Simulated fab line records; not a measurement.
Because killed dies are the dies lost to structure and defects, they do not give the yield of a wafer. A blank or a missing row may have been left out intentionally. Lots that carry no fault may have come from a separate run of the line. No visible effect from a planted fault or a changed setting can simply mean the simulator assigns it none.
Commonality check across tools / flow berkeley_cmos170 / 14 lots, 42 wafers sampled

REASON IT WAS OPENED
At UCB170_NWELL_TW_MEAS_16 the reading NWELL_TW is flagged on 2 of 14 lots. No-fault wafers: 1253, standard deviation 6.4.
Rule: a lot is flagged in two cases, either no wafer of it has a number, or all its wafers with numbers fall more than 4 standard deviations from that mean. The rest of the lots are taken to be sound.

lot=L134; measured=day 2 08:17; on=film_metro-02; NWELL_TW, wafer by wafer=1260 1266 1253; flag=
lot=L133; measured=day 2 08:40; on=film_metro-02; NWELL_TW, wafer by wafer=1260 1263 1255; flag=
lot=L136; measured=day 2 21:08; on=film_metro-03; NWELL_TW, wafer by wafer=1249 1247 1244; flag=
lot=L139; measured=day 3 12:22; on=film_metro-03; NWELL_TW, wafer by wafer=1250 1245 1251; flag=
lot=L142; measured=day 4 01:58; on=film_metro-01; NWELL_TW, wafer by wafer=1248 1244 1248; flag=
lot=L143; measured=day 4 05:03; on=film_metro-02; NWELL_TW, wafer by wafer=1257 1255 1248; flag=
lot=L145; measured=day 4 15:31; on=film_metro-02; NWELL_TW, wafer by wafer=1256 1259 1253; flag=
lot=L146; measured=day 5 00:13; on=film_metro-01; NWELL_TW, wafer by wafer=1251 1256 1255; flag=
lot=L150; measured=day 5 19:11; on=film_metro-01; NWELL_TW, wafer by wafer=1400 1399 1410; flag=FLAGGED
lot=L151; measured=day 6 05:50; on=film_metro-01; NWELL_TW, wafer by wafer=1398 1404 1405; flag=FLAGGED
lot=L153; measured=day 6 10:54; on=film_metro-02; NWELL_TW, wafer by wafer=1258 1260 1262; flag=
lot=L154; measured=day 6 17:44; on=film_metro-01; NWELL_TW, wafer by wafer=1255 1258 1262; flag=
lot=L155; measured=day 6 19:38; on=film_metro-03; NWELL_TW, wafer by wafer=1252 1249 1257; flag=
lot=L156; measured=day 6 22:32; on=film_metro-02; NWELL_TW, wafer by wafer=1266 1256 1258; flag=
Average over the flagged lots: 1403; offset from the usual +150, equal to +23 standard deviations.

EACH LOT AND THE TOOL IT RAN ON
The record holds 1 process step before the reading, out of a route of 331 steps. Every cell lists first the tool, next ch and the chambers used by the sampled wafers, and last the start.
lot=L134; flag=; UCB170_NWELL_IMPLANT_14=implanter-01 ch 0, day 2 08:03
lot=L133; flag=; UCB170_NWELL_IMPLANT_14=implanter-03 ch 0, day 2 08:25
lot=L136; flag=; UCB170_NWELL_IMPLANT_14=implanter-01 ch 0, day 2 20:56
lot=L139; flag=; UCB170_NWELL_IMPLANT_14=implanter-02 ch 0, day 3 12:07
lot=L142; flag=; UCB170_NWELL_IMPLANT_14=implanter-02 ch 0, day 4 01:43
lot=L143; flag=; UCB170_NWELL_IMPLANT_14=implanter-03 ch 0, day 4 04:48
lot=L145; flag=; UCB170_NWELL_IMPLANT_14=implanter-03 ch 0, day 4 15:16
lot=L146; flag=; UCB170_NWELL_IMPLANT_14=implanter-02 ch 0, day 4 23:59
lot=L150; flag=FLAGGED; UCB170_NWELL_IMPLANT_14=implanter-02 ch 0, day 5 18:53
lot=L151; flag=FLAGGED; UCB170_NWELL_IMPLANT_14=implanter-02 ch 0, day 6 05:37
lot=L153; flag=; UCB170_NWELL_IMPLANT_14=implanter-01 ch 0, day 6 10:29
lot=L154; flag=; UCB170_NWELL_IMPLANT_14=implanter-01 ch 0, day 6 17:30
lot=L155; flag=; UCB170_NWELL_IMPLANT_14=implanter-01 ch 0, day 6 19:24
lot=L156; flag=; UCB170_NWELL_IMPLANT_14=implanter-01 ch 0, day 6 22:17
What the steps here do:
- UCB170_NWELL_IMPLANT_14
- UCB170_NWELL_TW_MEAS_16

FLAGGED OVER TOTAL, TOOL BY TOOL (the gauges that took the reading come last)
step=UCB170_NWELL_IMPLANT_14; tool=implanter-01; lots run=6; flagged=0; share of the flagged lots=none; sound lots run after its first flagged lot=-
step=UCB170_NWELL_IMPLANT_14; tool=implanter-02; lots run=5; flagged=2; share of the flagged lots=all; sound lots run after its first flagged lot=0
step=UCB170_NWELL_IMPLANT_14; tool=implanter-03; lots run=3; flagged=0; share of the flagged lots=none; sound lots run after its first flagged lot=-
step=UCB170_NWELL_TW_MEAS_16; tool=film_metro-01; lots run=5; flagged=2; share of the flagged lots=all; sound lots run after its first flagged lot=1 (L154)
step=UCB170_NWELL_TW_MEAS_16; tool=film_metro-02; lots run=6; flagged=0; share of the flagged lots=none; sound lots run after its first flagged lot=-
step=UCB170_NWELL_TW_MEAS_16; tool=film_metro-03; lots run=3; flagged=0; share of the flagged lots=none; sound lots run after its first flagged lot=-

WHAT THE TABLE PERMITS
2 rows of the table ran every flagged lot: implanter-02 at UCB170_NWELL_IMPLANT_14, film_metro-01 at UCB170_NWELL_TW_MEAS_16.
- implanter-02 at UCB170_NWELL_IMPLANT_14 ran 5 lots, 2 of them flagged. A fault beginning between L146 (day 4 23:59), its last sound lot, and L150 (day 5 18:53), its first flagged one, fits the data. Its own readings (dose_ions_cm2, faraday_current_uA) fall more than 4 standard deviations out on all wafers of the flagged lots.
- film_metro-01 at UCB170_NWELL_TW_MEAS_16 ran 5 lots, 2 of them flagged. Sound lots followed the first flagged one (L154) on it, something a lasting fault affecting the whole tool could not allow.
Just one tool remains: implanter-02 at UCB170_NWELL_IMPLANT_14.

WHAT WAS PUT IN BY THE SIMULATOR
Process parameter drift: implanter-02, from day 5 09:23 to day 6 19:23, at UCB170_NWELL_IMPLANT_14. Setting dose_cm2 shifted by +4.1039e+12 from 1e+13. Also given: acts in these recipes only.
Struck lots among those shown: L150, L151. The rule given above showed the same thing.
